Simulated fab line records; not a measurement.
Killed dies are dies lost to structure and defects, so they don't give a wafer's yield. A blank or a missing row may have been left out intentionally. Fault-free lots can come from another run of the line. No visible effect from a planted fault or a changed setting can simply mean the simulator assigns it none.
Which of the tools did it? :: flow rit_cmos :: Sampling: 14 lots, 42 wafers, 3 of 202 route steps

## WHAT THE GAUGES READ, wafer by wafer
RIT_NWELL_TW_MEAS_10.
lot: L996
measured: day 2 03:11
on: film_metro-03
NWELL_TW: 2172 2153 2166

lot: L997
measured: day 2 07:24
on: film_metro-03
NWELL_TW: 2165 2169 2153

lot: L998
measured: day 2 12:08
on: film_metro-03
NWELL_TW: 2164 2172 2160

lot: L999
measured: day 2 16:56
on: film_metro-03
NWELL_TW: 2152 2164 2166

lot: L100
measured: day 2 21:55
on: film_metro-01
NWELL_TW: 2163 2160 2149

lot: L103
measured: day 3 13:25
on: film_metro-03
NWELL_TW: 2171 2156 2160

lot: L107
measured: day 4 08:59
on: film_metro-03
NWELL_TW: 1995 2009 1993 2000 1993 1992

lot: L108
measured: day 4 13:57
on: film_metro-01
NWELL_TW: 2028 2019 2020 2012 2019 2025

lot: L112
measured: day 5 11:39
on: film_metro-03
NWELL_TW: 2162 2148 2153

lot: L113
measured: day 5 15:45
on: film_metro-01
NWELL_TW: 2172 2158 2160

lot: L114
measured: day 5 19:46
on: film_metro-01
NWELL_TW: 2158 2158 2156

lot: L115
measured: day 6 00:56
on: film_metro-04
NWELL_TW: 2173 2160 2152

lot: L117
measured: day 6 12:20
on: film_metro-01
NWELL_TW: 2153 2157 2171

lot: L118
measured: day 6 17:33
on: film_metro-01
NWELL_TW: 2162 2166 2159

RIT_WELLDRIVE_RS_MEAS_01: measures by four-point-probe.
lot: L996
measured: day 2 09:54
on: film_metro-01
NWELL_RS (ohm/sq): 277.5 278.4 278.4

lot: L997
measured: day 2 14:32
on: film_metro-01
NWELL_RS (ohm/sq): 277.3 278.0 277.5

lot: L998
measured: day 2 19:34
on: film_metro-01
NWELL_RS (ohm/sq): 277.6 277.8 277.6

lot: L999
measured: day 2 23:39
on: film_metro-01
NWELL_RS (ohm/sq): 277.6 277.8 278.1

lot: L100
measured: day 3 04:44
on: film_metro-03
NWELL_RS (ohm/sq): 277.3 277.4 276.4

lot: L103
measured: day 3 20:14
on: film_metro-01
NWELL_RS (ohm/sq): 279.1 278.9 279.2

lot: L107
measured: day 4 20:10
on: film_metro-04
NWELL_RS (ohm/sq): 320.2 319.1 320.7 319.3 319.1 320.4

lot: L108
measured: day 5 00:20
on: film_metro-04
NWELL_RS (ohm/sq): 318.3 317.5 318.6 317.8 317.6 317.9

lot: L112
measured: day 5 18:29
on: film_metro-03
NWELL_RS (ohm/sq): 278.7 278.9 278.8

lot: L113
measured: day 5 23:22
on: film_metro-04
NWELL_RS (ohm/sq): 277.5 278.7 278.4

lot: L114
measured: day 6 03:26
on: film_metro-03
NWELL_RS (ohm/sq): 278.6 278.6 278.2

lot: L115
measured: day 6 07:48
on: film_metro-01
NWELL_RS (ohm/sq): 277.9 278.2 278.3

lot: L117
measured: day 6 19:02
on: film_metro-01
NWELL_RS (ohm/sq): 278.3 279.9 279.5

lot: L118
measured: day 7 00:16
on: film_metro-01
NWELL_RS (ohm/sq): 277.9 278.2 278.3

## EACH LOT AND THE TOOL THAT RAN IT (in order: tool; ch and the chambers of the sampled wafers; start)
lot: L996
RIT_NWELL_IMPLANT_08: implanter-01 ch 0, day 2 02:53

lot: L997
RIT_NWELL_IMPLANT_08: implanter-01 ch 0, day 2 07:05

lot: L998
RIT_NWELL_IMPLANT_08: implanter-04 ch 0, day 2 11:49

lot: L999
RIT_NWELL_IMPLANT_08: implanter-04 ch 0, day 2 16:39

lot: L100
RIT_NWELL_IMPLANT_08: implanter-02 ch 0, day 2 21:35

lot: L103
RIT_NWELL_IMPLANT_08: implanter-01 ch 0, day 3 13:06

lot: L107
RIT_NWELL_IMPLANT_08: implanter-04 ch 0, day 4 08:41

lot: L108
RIT_NWELL_IMPLANT_08: implanter-04 ch 0, day 4 13:37

lot: L112
RIT_NWELL_IMPLANT_08: implanter-01 ch 0, day 5 11:21

lot: L113
RIT_NWELL_IMPLANT_08: implanter-01 ch 0, day 5 15:28

lot: L114
RIT_NWELL_IMPLANT_08: implanter-01 ch 0, day 5 19:29

lot: L115
RIT_NWELL_IMPLANT_08: implanter-01 ch 0, day 6 00:37

lot: L117
RIT_NWELL_IMPLANT_08: implanter-02 ch 0, day 6 12:01

lot: L118
RIT_NWELL_IMPLANT_08: implanter-02 ch 0, day 6 17:15
- RIT_NWELL_IMPLANT_08

## AS READ BY THE TOOLS THEMSELVES (means over the sampled wafers that have a number; for cases with no such wafer, the mark the record gives instead)
RIT_NWELL_IMPLANT_08.
lot: L996
tool: implanter-01
beam_on_s (s): 10.11
end_station_pressure_torr (Torr): 5.19e-06
faraday_current_uA: 155

lot: L997
tool: implanter-01
beam_on_s (s): 10.01
end_station_pressure_torr (Torr): 5.33e-06
faraday_current_uA: 157

lot: L998
tool: implanter-04
beam_on_s (s): 10.02
end_station_pressure_torr (Torr): 5.10e-06
faraday_current_uA: 156

lot: L999
tool: implanter-04
beam_on_s (s): 9.92
end_station_pressure_torr (Torr): 5.06e-06
faraday_current_uA: 158

lot: L100
tool: implanter-02
beam_on_s (s): 10.03
end_station_pressure_torr (Torr): 5.20e-06
faraday_current_uA: 156

lot: L103
tool: implanter-01
beam_on_s (s): 9.90
end_station_pressure_torr (Torr): 5.02e-06
faraday_current_uA: 158

lot: L107
tool: implanter-04
beam_on_s (s): 8.03
end_station_pressure_torr (Torr): 5.34e-06
faraday_current_uA: 194

lot: L108
tool: implanter-04
beam_on_s (s): 7.98
end_station_pressure_torr (Torr): 5.10e-06
faraday_current_uA: 196

lot: L112
tool: implanter-01
beam_on_s (s): 9.92
end_station_pressure_torr (Torr): 5.05e-06
faraday_current_uA: 158

lot: L113
tool: implanter-01
beam_on_s (s): 10.22
end_station_pressure_torr (Torr): 4.82e-06
faraday_current_uA: 152

lot: L114
tool: implanter-01
beam_on_s (s): 9.78
end_station_pressure_torr (Torr): 5.21e-06
faraday_current_uA: 159

lot: L115
tool: implanter-01
beam_on_s (s): 10.05
end_station_pressure_torr (Torr): 5.15e-06
faraday_current_uA: 155

lot: L117
tool: implanter-02
beam_on_s (s): 9.99
end_station_pressure_torr (Torr): 4.99e-06
faraday_current_uA: 156

lot: L118
tool: implanter-02
beam_on_s (s): 9.96
end_station_pressure_torr (Torr): 5.23e-06
faraday_current_uA: 157

## THE ANSWER, worked out from the rows above alone
Rule: usual is defined by the lots themselves. Put in order of their means at a reading, lots are off if they are a third of the lots or fewer, leave a main group of 4 or more, and stand apart from it by a gap of 3 or more times the standard deviation of the main group's means; of several such gaps the widest counts. A main group is skipped when, at the precision printed for the reading in the tables above, its means are all equal. A lot without any number at a reading at which 4 lots or more have one is off too. Where the step has rows for the other lots, those lots are counted as sound. Order of review: gauges by route order, followed by the tools' own readings, for which a lot's mean as printed above is used. The first step at which some lot is off is used, and at that step the reading that is off furthest; a lot without a number counts as furthest.
Off: L107, L108, seen at RIT_NWELL_TW_MEAS_10 (NWELL_TW). Mean 2161 and standard deviation 3 in the main group.
If a tool, at a process step before that reading, ran all the lots that are off and no sound lot after the first of them, it fits. Not tried: the gauges at RIT_NWELL_TW_MEAS_10; whatever is off there is also off at RIT_WELLDRIVE_RS_MEAS_01, on other tools, and gauge error can't account for it. One fits: RIT_NWELL_IMPLANT_08 on implanter-04. Its last sound lot is L999 (day 2 16:39), its first lot that is off L107 (day 4 08:41): a fault that began between those two fits.
The tool's own readings at RIT_NWELL_IMPLANT_08 bear it out: on the lots that are off they differ by more than 5 times the standard deviation of the sound lots' means. beam_on_s reads 8.00 s there against 9.99 s on the sound lots; faraday_current_uA reads 195 there against 156 on the sound lots.

## WHAT THE SIMULATOR HAD INSERTED
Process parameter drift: implanter-04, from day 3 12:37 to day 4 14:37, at RIT_NWELL_IMPLANT_08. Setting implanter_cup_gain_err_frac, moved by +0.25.
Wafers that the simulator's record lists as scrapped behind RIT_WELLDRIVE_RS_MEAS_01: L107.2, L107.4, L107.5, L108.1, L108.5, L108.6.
Shown lots that were struck: L107, L108. The rule above reached the same finding.
